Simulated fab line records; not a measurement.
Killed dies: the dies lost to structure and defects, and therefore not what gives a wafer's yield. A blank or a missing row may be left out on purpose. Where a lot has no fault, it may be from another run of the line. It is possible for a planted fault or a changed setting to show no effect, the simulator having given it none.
Comparing a struck lot with a sound one -- flow berkeleyCmos170 -- 14 out of 331 route steps
Sound: the wafers L250.1, L250.3, L250.4. Struck: wafers L263.3, L263.4, L263.6. The cause is given at the end.
Order at every step that has rows: each side's tool, ch and its chambers, its first start. Under that, the readings that differ: sound wafers -- struck wafers -- difference of the means -- sigmas: that difference in standard deviations of wafers without a fault.
alike: readings whose means differ by less than 2 such deviations, and words and numbers that are the same on both sides. not compared: withheld readings, readings that some wafer has no value for, bounds like >300 that may hide the same value, and numbers for which the record gives no deviation and whose values overlap.
Wherever a step has rows on one side only, a row that says differs or no value, or a row with sigmas, the two part there. When numbers do not overlap yet have no deviation, they are printed without sigmas and do not part them. Lack of a reading on every wafer of one side parts them only where that side has two or more wafers.

first, 3 steps without rows for these wafers: UCB170_V1_EXPOSE_09 (exposes mask VIA1, target cd 700 nm); UCB170_V1_PEB_10; UCB170_V1_DEVELOP_11 (develop time 45 s).
UCB170_V1_CD_MEAS_12: the cd target is 700 nm.
  sound on cdSem-01, day 9 16:08; struck on cdSem-02, day 13 04:53
  alike: cdNm
UCB170_V1_OVL_MEAS_13:
  sound on overlay-02, day 9 16:16; struck on overlay-01, day 13 04:59
  alike: V1_OVL
UCB170_V1_ETCH_14: etches SiO2 in CHF3/CF4/Ar, stops on Al, target depth 1250 nm, time 291 s.
  sound on rieDiel-04 ch 0,2,3, day 9 16:18; struck on rieDiel-03 ch 1,2,3, day 13 05:00
  alike: drypumpMotorCurrentA, oesProductAu, throttleValvePct
  not compared: rfHoursCounterH
UCB170_V1_STRIP_15: strips in O2.
  sound on plasmaAsher-02 ch 0,1, day 9 16:29; struck on plasmaAsher-04 ch 0,1, day 13 05:13
reading,sound,struck,difference,sigmas
drypumpMotorCurrentA (A),5.58 5.60 5.53,5.23 5.09 5.21,-0.39,-2
  alike: oesProductAu, stripTimeToEndpointS
  not compared: rfHoursCounterH
UCB170_V1_CD_MEAS_90: the cd target is 700 nm.
  sound on cdSem-01, day 9 16:35; struck on cdSem-01, day 13 05:19
  alike: cdNm
then, 1 step without rows for these wafers: UCB170_M2_PRE_CLEAN_00 (preclean etch time 60 s).
UCB170_M2_SPUTTER_01: material Al, target thk 900 nm, time 120 s.
  sound on pvdSputter-03, day 9 16:46; struck on pvdSputter-04, day 13 05:28
  alike: cathodeDcPowerW, throttleValvePct
UCB170_M2_RS_MEAS_02: measurement is done with a four-point probe.
  sound on filmMetro-02, day 9 16:51; struck on filmMetro-04, day 13 05:35
  alike: M2_AL_RS
UCB170_M2_THK_MEAS_03: measures by xrf.
  sound on filmMetro-02, day 9 16:58; struck on filmMetro-04, day 13 05:41
  alike: M2_AL_THK
UCB170_M2_HMDS_04: prime time 60 s.
  sound on lithoTrack-01 ch 0, day 9 17:17; struck on lithoTrack-04 ch 0, day 13 05:47
reading,sound,struck,difference,sigmas
primeTempC (C),100.03 99.95 99.93,94.82 94.67 94.92,-5.17,-40
then, 1 step without rows for these wafers: UCB170_M2_COAT_05 (resist thk 900 nm).

## WHERE THEY PART
At UCB170_V1_STRIP_15 first; at UCB170_M2_HMDS_04 last (within this record only).

WHY: whatever the simulator had introduced
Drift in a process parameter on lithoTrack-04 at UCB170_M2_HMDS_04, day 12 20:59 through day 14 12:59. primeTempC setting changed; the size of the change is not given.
